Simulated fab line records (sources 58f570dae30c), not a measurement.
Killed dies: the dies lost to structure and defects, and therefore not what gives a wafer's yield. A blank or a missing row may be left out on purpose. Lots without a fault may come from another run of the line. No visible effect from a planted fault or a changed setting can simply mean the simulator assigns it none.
2 desks, one fault + flow berkeley_cmos170 + numbers are kept per desk, each desk with only its own; the story behind them comes last

== METROLOGY DESK ==
What the gauges read for every lot (on any tool): the sampled wafers with a number, averaged. Any lot whose mean is over 4 standard deviations away from the usual mean is out of limits and marked OUT; that distance is given in the brackets. Of its 9 readings 7 are shown: those that lie furthest out on some lot.
Columns: A = PFIELD_OVL at UCB170_PFIELD_OVL_MEAS_06, usual -3 nm; B = PFIELD_TW at UCB170_PFIELD_TW_MEAS_09, usual 598; C = FIELD_OXIDE_THK at UCB170_FIELD_THK_MEAS_02, usual 552 nm; D = FIELD_OXIDE_LEFT_1_THK at UCB170_FIELD_THK_MEAS_90, usual 435 nm; E = NVT_OVL at UCB170_NVT_OVL_MEAS_06, usual -4 nm; F = NVT_TW at UCB170_NVT_TW_MEAS_09, usual 522; G = PVT_OVL at UCB170_PVT_OVL_MEAS_06, usual 2 nm
| lot  | first seen here | A  | B   | C   | D   | E  | F   | G  |
|------|-----------------|----|-----|-----|-----|----|-----|----|
| L835 | day 5 10:23     | -2 | 591 | 561 | 443 | -6 | 531 | 7  |
| L842 | day 6 16:10     | -1 | 591 | 564 | 447 | 1  | 515 | -0 |
| L851 | day 9 01:02     | 1  | 593 | 550 | 419 | -4 | 525 | -6 |
| L852 | day 9 01:15     | 3  | 600 | 559 | 427 | -3 | 526 | 8  |
| L854 | day 9 09:20     | 1  | 589 | 565 | 447 | -8 | 526 | -0 |
| L855 | day 9 19:42     | -1 | 604 | 547 | 431 | -1 | 516 | -2 |
This desk's verdict: no lot among the 6 shows anything out of limits.

== AT THE TOOL OWNER'S DESK: wet_bench-03 ==
The tool's own readings at UCB170_FIELD_WET_ETCH_05 (etches Si3N4 in H3PO4, time 12600 s): means of the sampled wafers that have a number, for each lot that ran on this tool. Any lot whose mean is over 4 standard deviations away from the usual mean is out of limits and marked OUT; that distance is given in the brackets.
Columns: A = bath_heat_duty_pct at UCB170_FIELD_WET_ETCH_05, usual 28.4 %; B = run_length_s at UCB170_FIELD_WET_ETCH_05, usual 12628 s; C = temp_c at UCB170_FIELD_WET_ETCH_05, usual 159.98 C
| lot  | first seen here | A    | B                       | C      |
|------|-----------------|------|-------------------------|--------|
| L842 | day 7 05:50     | 22.9 | 12624                   | 159.84 |
| L851 | day 9 16:29     | 29.4 | 18237 (+99 or more) OUT | 160.02 |
| L852 | day 9 16:29     | 30.7 | 18235 (+99 or more) OUT | 159.79 |
This desk finds L851, L852 out of limits, L851 being first, at day 9 16:29 (run_length_s at UCB170_FIELD_WET_ETCH_05). L842: within limits.

== PUT TOGETHER ==
The tool owner's desk could have raised an alarm at day 9 16:29, on L851, L852.
The metrology desk saw nothing out of limits.
The metrology desk has L851, L852 on record, within its limits.
Every lot named ran UCB170_FIELD_WET_ETCH_05 on wet_bench-03.

== WHAT WAS PUT IN BY THE SIMULATOR ==
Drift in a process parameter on wet_bench-03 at UCB170_FIELD_WET_ETCH_05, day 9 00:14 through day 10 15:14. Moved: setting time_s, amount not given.
Lots struck among those shown: L851, L852.
How many hours passed from the start of the fault until each desk's first out-of-limits reading: the tool owner's desk, 16.
